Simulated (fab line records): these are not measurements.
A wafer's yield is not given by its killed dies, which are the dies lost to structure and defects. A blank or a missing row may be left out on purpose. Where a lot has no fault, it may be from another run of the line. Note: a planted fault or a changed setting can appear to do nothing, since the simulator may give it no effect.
Struck lot and sound lot, side by side    flow ritCmos    17 steps out of a route of 202
Sound: these wafers, L263.1, L263.3, L263.4. The struck wafers were L270.1, L270.2, L270.6. The cause comes at the end.
Each step with rows lists, per side, the tool, then ch with its chambers, then its first start. Under that, the readings that differ: sound wafers    struck wafers    difference of the means    sigmas: that difference in standard deviations of wafers without a fault.
alike: readings whose means differ by less than 2 such deviations, and words and numbers that are the same on both sides. not compared: withheld readings, readings that some wafer has no value for, bounds like >300 that may hide the same value, and numbers for which the record gives no deviation and whose values overlap.
Wherever a step has rows on one side only, a row that says differs or no value, or a row with sigmas, the two part there. Numbers that don't overlap but have no deviation are shown without sigmas and don't part them. A reading that every wafer of one side lacks parts them only if that side has two wafers or more.

first, 1 step without rows for these wafers: RIT_PRETRO_DEVELOP_05 (develop time 68 s).
RIT_PRETRO_OVL_MEAS_06:
  sound: overlay-01 at day 3 06:06; struck: overlay-02 at day 4 17:38
  alike: PRETRO_OVL
then, 2 steps without rows for these wafers: RIT_PRETRO_HARDBAKE_07 (time 120 s); RIT_PRETRO_IMPLANT_08.
RIT_PRETRO_STRIP_09: strips in O2, time 180 s.
  sound on plasmaAsher-04 ch 0,1, day 3 06:32; struck on plasmaAsher-01 ch 0,1, day 4 18:05
  alike: drypumpMotorCurrentA
  not compared: rfHoursCounterH
RIT_PRETRO_TW_MEAS_10:
  sound: filmMetro-03 at day 3 06:43; struck: filmMetro-04 at day 4 18:15
  alike: PRETRO_TW
then, 5 steps without rows for these wafers: RIT_GATE_WET_ETCH_00 (etches SiO2 in BOE, target depth 56 nm, time 60 s); RIT_GATE_CLEAN_01 (cleans in SC1, time 600 s); RIT_GATE_CLEAN_02 (cleans in dHF, time 30 s); RIT_GATE_CLEAN_03 (cleans in SC2, time 600 s); RIT_GATE_CLEAN_04 (cleans in dHF, time 60 s).
RIT_FOX2_THK_MEAS_91:
  sound: filmMetro-04 at day 3 07:11; struck: filmMetro-01 at day 4 18:46
  alike: FIELD_OXIDE_LEFT_2_THK
RIT_GATE_OXIDATION_05: target thk 3 nm, ox time 270 s.
  sound on furnace-01 ch 0, day 3 10:38; struck on furnace-03 ch 0, day 5 01:05
  alike: oxTempC, oxTempCMax, tubeCenterTempC
then, 1 step without rows for these wafers: RIT_GATE_ANNEAL_06 (time 600 s).
RIT_GATE_THK_MEAS_07:
  sound: filmMetro-04 at day 3 13:16; struck: filmMetro-01 at day 5 02:42
reading              sound           struck          difference  sigmas
GATE_OXIDE_THK (nm)  3.05 2.98 3.00  5.04 5.05 4.97  +2.01       +32
then, 1 step without rows for these wafers: RIT_GATE_CVD_08 (deposits poly-Si from SiH4, target thk 250 nm, time 2220 s).
RIT_M1_PROBE_99:
  sound: prober-01 at day 4 13:23; struck: prober-02 at day 6 12:17
  alike: killedAtContacts, killedAtFrontEnd, killedDies, killedOpen, killedShort

## WHERE THEY PART
Only at RIT_GATE_THK_MEAS_07, within this record. Later steps at which nothing parts them and some readings are alike: RIT_M1_PROBE_99.

WHY: the cause the simulator had injected
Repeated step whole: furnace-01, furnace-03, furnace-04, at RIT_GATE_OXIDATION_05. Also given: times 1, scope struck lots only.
